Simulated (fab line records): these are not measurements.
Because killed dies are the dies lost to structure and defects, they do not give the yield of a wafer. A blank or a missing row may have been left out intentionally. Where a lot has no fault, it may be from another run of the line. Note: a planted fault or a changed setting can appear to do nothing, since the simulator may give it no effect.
What tool caused it?    flow berkeley-cmos170    42 wafers from 14 lots sampled at 6 of the route's 331 steps

WHAT THE GAUGES READ, wafer by wafer
UCB170_ACTIVE_CD_MEAS_90 targets a cd of 1200 nm.
lot   measured     on         cd-nm (nm)
L964  day 4 09:21  cd-sem-01  1201.9 1203.1 1202.0
L965  day 4 15:24  cd-sem-02  1199.8 1199.2 1199.0
L968  day 5 01:47  cd-sem-01  1198.9 1198.2 1198.7
L967  day 5 02:05  cd-sem-01  1200.8 1199.0 1199.3
L971  day 5 16:32  cd-sem-01  1201.0 1202.0 1201.2
L969  day 5 17:02  cd-sem-02  1198.5 1197.9 1199.7
L972  day 6 10:58  cd-sem-02  1200.5 1198.4 1200.8
L974  day 6 15:14  cd-sem-01  1197.6 1198.5 1199.0
L973  day 6 15:22  cd-sem-02  1198.4 1197.4 1199.2
L976  day 6 21:02  cd-sem-02  1200.0 1201.5 1201.0
L977  day 7 03:52  cd-sem-02  1197.5 1197.6 1196.3
L982  day 8 00:42  cd-sem-01  1198.8 1199.4 1199.2
L985  day 8 15:58  cd-sem-01  1200.6 1199.8 1201.3
L987  day 8 16:14  cd-sem-02  1200.4 1200.8 1199.5

UCB170_NVT_OVL_MEAS_06.
lot   measured     on          NVT_OVL (nm)
L964  day 5 21:08  overlay-02  0 -4 3
L965  day 5 21:21  overlay-02  7 12 5
L968  day 6 16:31  overlay-02  3 -4 -2
L967  day 6 16:24  overlay-01  -1 2 4
L971  day 6 21:51  overlay-01  6 -5 2
L969  day 6 22:32  overlay-01  -3 3 -5
L972  day 7 15:15  overlay-01  3 -7 11
L974  day 7 15:32  overlay-01  4 -2 4
L973  day 7 15:32  overlay-02  3 8 8
L976  day 7 22:28  overlay-02  -6 -1 2
L977  day 8 10:54  overlay-01  1 -2 -3
L982  day 9 03:05  overlay-01  -3 3 -2
L985  day 9 23:13  overlay-02  -7 3 -5
L987  day 9 22:57  overlay-02  -2 -5 -7

UCB170_PLDD_TW_MEAS_11.
lot   measured      on             PLDD_TW
L964  day 6 14:34   film-metro-01  997 1000 1001
L965  day 6 14:37   film-metro-01  1003 1007 998
L968  day 7 07:08   film-metro-04  1014 1015 1013
L967  day 7 07:25   film-metro-04  1021 1017 1014
L971  day 7 11:57   film-metro-01  1009 1011 1008
L969  day 7 11:28   film-metro-03  1005 1003 1006
L972  day 8 09:47   film-metro-01  1000 1007 1003
L974  day 8 09:32   film-metro-03  1018 1022 1019
L973  day 8 09:15   film-metro-01  1002 1002 1008
L976  day 8 16:56   film-metro-03  1025 1021 1019
L977  day 9 02:20   film-metro-01  999 1005 1001
L982  day 9 21:55   film-metro-04  1087 1084 1087
L985  day 10 13:19  film-metro-01  1077 1075 1079
L987  day 10 12:58  film-metro-03  1011 1017 1014

UCB170_SDANNEAL_RS_MEAS_04: measures by four-point-probe.
lot   measured      on             PLDD_RS (ohm/sq)
L964  day 7 01:41   film-metro-04  1030.9 1031.8 1030.7
L965  day 7 01:52   film-metro-03  1029.7 1033.9 1032.8
L968  day 7 18:08   film-metro-01  1033.8 1033.5 1033.3
L967  day 7 20:01   film-metro-03  1032.6 1035.4 1032.6
L971  day 7 23:41   film-metro-03  1033.9 1031.6 1034.1
L969  day 8 00:02   film-metro-01  1034.4 1033.5 1033.8
L972  day 8 22:51   film-metro-04  1031.1 1031.5 1029.4
L974  day 8 22:59   film-metro-01  1026.9 1028.4 1028.5
L973  day 8 22:45   film-metro-03  1032.0 1028.1 1032.7
L976  day 9 04:54   film-metro-03  1030.5 1032.1 1036.0
L977  day 9 13:59   film-metro-01  1033.8 1032.9 1030.7
L982  day 10 11:31  film-metro-04  858.3 857.2 858.5
L985  day 11 04:09  film-metro-03  860.3 858.2 857.9
L987  day 11 03:49  film-metro-01  1030.8 1033.4 1032.5

TOOL THAT RAN EACH LOT (tool first, then ch and the chambers of the sampled wafers, then the start)
lot   UCB170_NVT_STRIP_08                  UCB170_PLDD_IMPLANT_08
L964  plasma-asher-02 ch 0,1, day 5 21:20  implanter-02 ch 0, day 6 14:10
L965  plasma-asher-02 ch 0,1, day 5 21:32  implanter-04 ch 0, day 6 14:13
L968  plasma-asher-04 ch 1, day 6 16:42    implanter-04 ch 0, day 7 06:45
L967  plasma-asher-02 ch 0,1, day 6 16:35  implanter-01 ch 0, day 7 07:02
L971  plasma-asher-03 ch 0,1, day 6 22:03  implanter-04 ch 0, day 7 11:35
L969  plasma-asher-02 ch 0,1, day 6 22:43  implanter-02 ch 0, day 7 11:01
L972  plasma-asher-03 ch 0,1, day 7 15:26  implanter-04 ch 0, day 8 09:23
L974  plasma-asher-02 ch 0,1, day 7 15:43  implanter-02 ch 0, day 8 09:08
L973  plasma-asher-04 ch 0,1, day 7 15:43  implanter-01 ch 0, day 8 08:52
L976  plasma-asher-04 ch 0,1, day 7 22:39  implanter-02 ch 0, day 8 16:32
L977  plasma-asher-03 ch 0,1, day 8 11:05  implanter-02 ch 0, day 9 01:56
L982  plasma-asher-04 ch 0,1, day 9 03:18  implanter-04 ch 0, day 9 21:32
L985  plasma-asher-04 ch 0,1, day 9 23:25  implanter-04 ch 0, day 10 12:55
L987  plasma-asher-03 ch 0,1, day 9 23:08  implanter-01 ch 0, day 10 12:34
- UCB170_NVT_STRIP_08: strips in O2.
- UCB170_PLDD_IMPLANT_08

AS READ BY THE TOOLS THEMSELVES (means over the sampled wafers that have a number; for cases with no such wafer, the mark the record gives instead)
UCB170_NVT_STRIP_08.
lot   tool             drypump-motor-current-A (A)  oes-product-au (a.u.)  strip-time-to-endpoint-s (s)
L964  plasma-asher-02  5.5                          0.735                  21.56
L965  plasma-asher-02  5.5                          0.732                  21.73
L968  plasma-asher-04  5.7                          0.731                  21.79
L967  plasma-asher-02  5.6                          0.734                  21.62
L971  plasma-asher-03  6.0                          0.733                  21.63
L969  plasma-asher-02  5.6                          0.737                  21.57
L972  plasma-asher-03  5.7                          0.730                  21.61
L974  plasma-asher-02  5.6                          0.732                  21.73
L973  plasma-asher-04  5.8                          0.737                  21.69
L976  plasma-asher-04  5.8                          0.733                  21.57
L977  plasma-asher-03  5.7                          0.738                  21.67
L982  plasma-asher-04  5.8                          0.732                  21.63
L985  plasma-asher-04  5.8                          0.736                  21.62
L987  plasma-asher-03  5.6                          0.734                  21.58

UCB170_PLDD_IMPLANT_08.
lot   tool          beam-on-s (s)  dose-ions-cm2  end-station-pressure-torr (Torr)  faraday-current-uA
L964  implanter-02  10.04          5e+13          5.33e-06                          158
L965  implanter-04  10.07          5e+13          5.22e-06                          157
L968  implanter-04  9.87           5e+13          5.46e-06                          161
L967  implanter-01  10.02          5e+13          5.39e-06                          158
L971  implanter-04  10.12          5e+13          5.21e-06                          156
L969  implanter-02  9.98           5e+13          5.45e-06                          159
L972  implanter-04  10.18          5e+13          5.11e-06                          156
L974  implanter-02  10.12          5e+13          4.92e-06                          156
L973  implanter-01  10.00          5e+13          4.99e-06                          158
L976  implanter-02  10.14          5e+13          5.13e-06                          156
L977  implanter-02  9.85           5e+13          5.30e-06                          161
L982  implanter-04  13.47          8e+13          5.22e-06                          180
L985  implanter-04  13.24          8e+13          5.26e-06                          184
L987  implanter-01  10.19          5e+13          4.99e-06                          156

THE ANSWER, worked out from the rows above alone
Rule: the usual values come from the lots themselves. Put in order of their means at a reading, lots are off if they are a third of the lots or fewer, leave a main group of 4 or more, and stand apart from it by a gap of 3 or more times the standard deviation of the main group's means; of several such gaps the widest counts. If all means in a main group match to the digits the tables above print for the reading, that group is not used. Also off: a lot with no number at a reading for which 4 or more lots have one. All remaining lots with rows at the step are treated as sound. The gauges are gone through in route order, then the tools' own readings, and for those a lot's mean is taken as printed above. The first step at which some lot is off is used, and at that step the reading that is off furthest; a lot without a number counts as furthest.
Off: at UCB170_PLDD_TW_MEAS_11 (PLDD_TW), L982, L985. Main group: mean 1009, sd 7.4.
A tool fits if, at a process step before that reading, it ran every lot that is off, and no sound lot after the first of them. The gauges at UCB170_PLDD_TW_MEAS_11 aren't tried: what is off there is off at UCB170_PLDD_IMPLANT_08 too, on other tools, and a gauge's error can't cause that. Undecided on this evidence; 2 tools fit (plasma-asher-04 at UCB170_NVT_STRIP_08, implanter-04 at UCB170_PLDD_IMPLANT_08).

WHAT WAS PUT IN BY THE SIMULATOR
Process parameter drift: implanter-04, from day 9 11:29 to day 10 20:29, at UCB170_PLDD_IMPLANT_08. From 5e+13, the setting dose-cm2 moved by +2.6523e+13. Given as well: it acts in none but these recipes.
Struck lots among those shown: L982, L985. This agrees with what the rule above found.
